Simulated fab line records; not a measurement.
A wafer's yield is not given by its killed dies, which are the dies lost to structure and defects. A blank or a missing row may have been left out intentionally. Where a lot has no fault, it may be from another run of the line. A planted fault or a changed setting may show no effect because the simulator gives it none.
Matching of chambers | flow berkeley-cmos170 | UCB170_V1_CMP_02 on cmp-02 has 4 sister chambers
The step polishes SiO2. 16 wafers are shown with their chamber, then 8 later ones without.

## WAFERS PAIRED WITH THEIR CHAMBERS
wafer  | chamber | motor-current-A (A) | platen-rpm (rpm) | head-pressure-psi (psi)
L667.3 | 0       | 20.9                | 60.03            | 5.990
L667.5 | 1       | 17.9                | 59.98            | 5.996
L667.6 | 0       | 20.6                | 60.07            | 5.989
L672.1 | 3       | 14.6                | 59.95            | 5.996
L672.3 | 2       | 16.2                | 59.92            | 5.983
L672.4 | 0       | 19.9                | 59.98            | 5.999
L671.1 | 1       | 17.7                | 60.01            | 6.014
L671.5 | 0       | 20.5                | 60.04            | 6.017
L671.6 | 1       | 16.8                | 59.98            | 6.025
L675.2 | 3       | 14.3                | 59.98            | 6.019
L675.5 | 1       | 16.1                | 59.98            | 5.987
L675.6 | 0       | 20.2                | 60.03            | 5.998
L677.2 | 2       | 14.8                | 59.96            | 5.985
L677.4 | 0       | 20.2                | 59.97            | 5.983
L677.5 | 3       | 14.1                | 60.00            | 6.010
L683.2 | 0       | 20.6                | 59.96            | 6.008

SIGNATURES (means of the wafers above)
reading           | chamber 0 | chamber 1 | chamber 2 | chamber 3 | scatter within a chamber
motor-current-A   | 20.414    | 17.125    | 15.500    | 14.333    | 0.567
platen-rpm        | 60.0114   | 59.9875   | 59.9400   | 59.9767   | 0.0329
head-pressure-psi | 5.99771   | 6.00550   | 5.98400   | 6.00833   | 0.0129
Rule: for each reading, subtract the chamber's mean from the wafer's reading, divide by that reading's scatter and square the result; add these up over the readings and take the root, which gives the wafer's distance from the chamber. The wafer belongs to the nearest chamber; if the next one is less than 2 further off, it can't be placed. How the scatter is found: for the shown wafers, subtract from each reading the mean of its chamber, square and add these, divide the total by (wafers less chambers), then take the root.

## WAFERS WITHOUT THEIR CHAMBER
wafer  | motor-current-A (A) | platen-rpm (rpm) | head-pressure-psi (psi)
L683.3 | 14.6                | 59.96            | 6.002
L683.6 | 17.2                | 59.94            | 5.991
L682.2 | 21.4                | 60.03            | 5.987
L682.5 | 20.1                | 60.13            | 5.968
L682.6 | 14.7                | 60.07            | 6.026
L685.2 | 22.0                | 60.02            | 5.997
L685.3 | 14.6                | 59.96            | 6.002
L685.4 | 17.1                | 60.04            | 5.983

## EACH ONE'S CHAMBER
wafer  | from the rows above     | in truth
L683.3 | can't be placed: 3 or 2 | 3
L683.6 | can't be placed: 1 or 2 | 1
L682.2 | 0                       | 0
L682.5 | 0                       | 0
L682.6 | can't be placed: 3 or 1 | 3
L685.2 | 0                       | 0
L685.3 | can't be placed: 3 or 2 | 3
L685.4 | can't be placed: 1 or 2 | 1
Placed correctly: 3 of 8. These rows do not allow placing 5 (true chamber among the candidates in 5). Placed wrongly: 0.
